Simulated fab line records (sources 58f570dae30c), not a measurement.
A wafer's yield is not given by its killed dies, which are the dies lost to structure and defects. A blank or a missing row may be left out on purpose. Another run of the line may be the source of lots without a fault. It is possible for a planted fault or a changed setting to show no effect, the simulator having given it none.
Matching of chambers ; flow berkeley_cmos170 ; UCB170_CONTACT_ETCH_17 on rie_diel-01: 4 sister chambers
The step etches BARC in N2/H2. 14 wafers are shown with their chamber, then 7 later ones without.

## WAFERS, EACH WITH ITS CHAMBER
wafer;chamber;throttle_valve_pct (%);drypump_motor_current_A (A);oes_product_au (a.u.)
L445.3;1;13.37;5.2;1.000
L445.4;3;13.47;5.8;0.998
L445.5;0;13.43;6.1;0.997
L449.3;3;13.47;5.8;1.004
L449.4;2;13.48;4.9;0.980
L449.5;2;13.48;4.9;0.991
L453.2;3;13.47;5.7;1.000
L453.3;0;13.41;6.0;0.994
L453.6;0;13.42;6.0;1.000
L459.2;2;13.48;4.9;0.990
L459.4;1;13.37;5.2;0.997
L459.5;1;13.37;5.2;1.004
L461.2;2;13.48;4.9;1.000
L461.3;1;13.37;5.2;1.007

SIGNATURES (means of the wafers above)
reading;chamber 0;chamber 1;chamber 2;chamber 3;scatter within a chamber
throttle_valve_pct;13.4200;13.3700;13.4800;13.4700;0.00447
drypump_motor_current_A;6.033;5.200;4.900;5.767;0.0365
oes_product_au;0.99700;1.00200;0.99025;1.00067;0.00544
Rule: for a wafer and a chamber, the distance is found by dividing, reading by reading, the gap between the wafer's reading and the chamber's mean by the reading's scatter, squaring, summing and taking the root. The wafer belongs to the nearest chamber; if the next one is less than 2 further off, it can't be placed. The scatter: the root of (the sum of the squares of (reading less its chamber's mean) over the shown wafers, divided by (wafers less chambers)).

## WAFERS WITHOUT THEIR CHAMBER
wafer;throttle_valve_pct (%);drypump_motor_current_A (A);oes_product_au (a.u.)
L461.4;13.46;5.8;1.005
L463.1;13.47;4.9;0.987
L463.2;13.35;5.2;1.006
L463.5;13.37;5.2;0.992
L466.2;13.42;6.1;1.004
L466.5;13.38;5.2;1.014
L466.6;13.45;5.7;1.016

## THE CHAMBER EACH PASSED THROUGH
wafer;from the rows above;in truth
L461.4;3;3
L463.1;2;2
L463.2;1;1
L463.5;1;1
L466.2;0;0
L466.5;1;1
L466.6;3;3
Correct placement for 7 of the 7. From these rows, 0 cannot be placed. 0 placed wrongly.
